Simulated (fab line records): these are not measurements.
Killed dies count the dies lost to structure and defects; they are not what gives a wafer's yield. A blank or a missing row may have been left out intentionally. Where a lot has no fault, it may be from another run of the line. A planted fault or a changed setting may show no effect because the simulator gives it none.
8D (eight disciplines) problem report, filled in by code    flow rit-cmos    the parts of the form that need people (team, actions taken, sign-off) are left out

1. PROBLEM STATEMENT
Mean of killed-at-front-end at RIT_M1_PROBE_99: 33.0 across 3 wafers in 2 lots; on wafers with no fault it is 6.7 (standard deviation 2.6). That is +10 standard deviations from the usual mean.
Earliest sighting: wafer L447.4 on prober-01 at day 5 12:15. The record has a number at this step for 6 wafers belonging to 2 lots. The rule behind "out" and "out of limits": a value lying over 4 standard deviations away from the usual mean. All remaining wafers that have a number are taken as sound.

2. WHAT IT IS AND WHAT IT IS NOT
question                     is                                is not
which readings at this step  killed-at-front-end, killed-dies  killed-at-contacts, killed-open, killed-short
which lots                   L447, L452                        -
which wafers of those lots   L447.4, L447.5, L452.3            L447.2, L452.2, L452.4
read on which tools          prober-01                         -
when                         from day 5 12:15                  up to then (1 sound wafer); but 2 sound wafers of L452 came after

3. WHAT RULES OUT EACH SUSPECT
Counting: a tool at a process step up to the reading stays a suspect if it ran every lot that is out. Sound lots after the first of them don't rule it out here, since some wafers of a struck lot are sound.
- plasma-asher-01 at RIT_PWELL_STRIP_09 (strips in O2, time 180 s): kept. It ran every lot that is out, first L447 (day 3 22:28).
- prober-01 at RIT_M1_PROBE_99: kept. It ran every lot that is out, first L447 (day 5 12:09). On those wafers its own readings are out: killed-at-front-end, killed-dies.
- The sound lot-mates ran in chamber 1 of plasma-asher-01 at RIT_PWELL_STRIP_09, but the wafers that are out ran in chamber 0.
After counting, plasma-asher-01 at RIT_PWELL_STRIP_09 and prober-01 at RIT_M1_PROBE_99 remain.

4. THE CAUSE (what the simulator had put in)
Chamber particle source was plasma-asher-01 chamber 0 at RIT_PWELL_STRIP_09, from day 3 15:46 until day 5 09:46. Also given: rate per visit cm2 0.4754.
2 suspects survive the count, and this tool is in that group.

5. SEQUENCE OF EFFECTS, ordered by route
Each row: a reading whose mean over the struck wafers that have a number lies more than 3 standard deviations from the usual. Scope: only readings with a usual standard deviation given in the record; hours: median across lots of the time from each lot's start at the first step in this table that gives one to its start at this step; sigmas: change in usual standard deviations.
hours  step             reading              usual  on struck wafers  change  sigmas
0      RIT_M1_PROBE_99  killed-at-front-end  6.7    33.0              +26.3   +10
0      RIT_M1_PROBE_99  killed-dies          6.8    33.0              +26.2   +10
Process steps it contains:
- RIT_M1_PROBE_99

6. HOW IT WOULD HAVE BEEN CAUGHT EARLIER
The fault began at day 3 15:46; the first out-of-limits reading in this record came at day 5 12:15, 44 hours later.
Of the tool readings at RIT_PWELL_STRIP_09 for which the record gives a usual standard deviation, none was out on any struck wafer, so an alarm limit of 4 standard deviations on them would not have fired.
By day 5 12:15, every lot that is out (2) had started RIT_PWELL_STRIP_09 on plasma-asher-01. A hold on the tool at that time would have spared none of them.
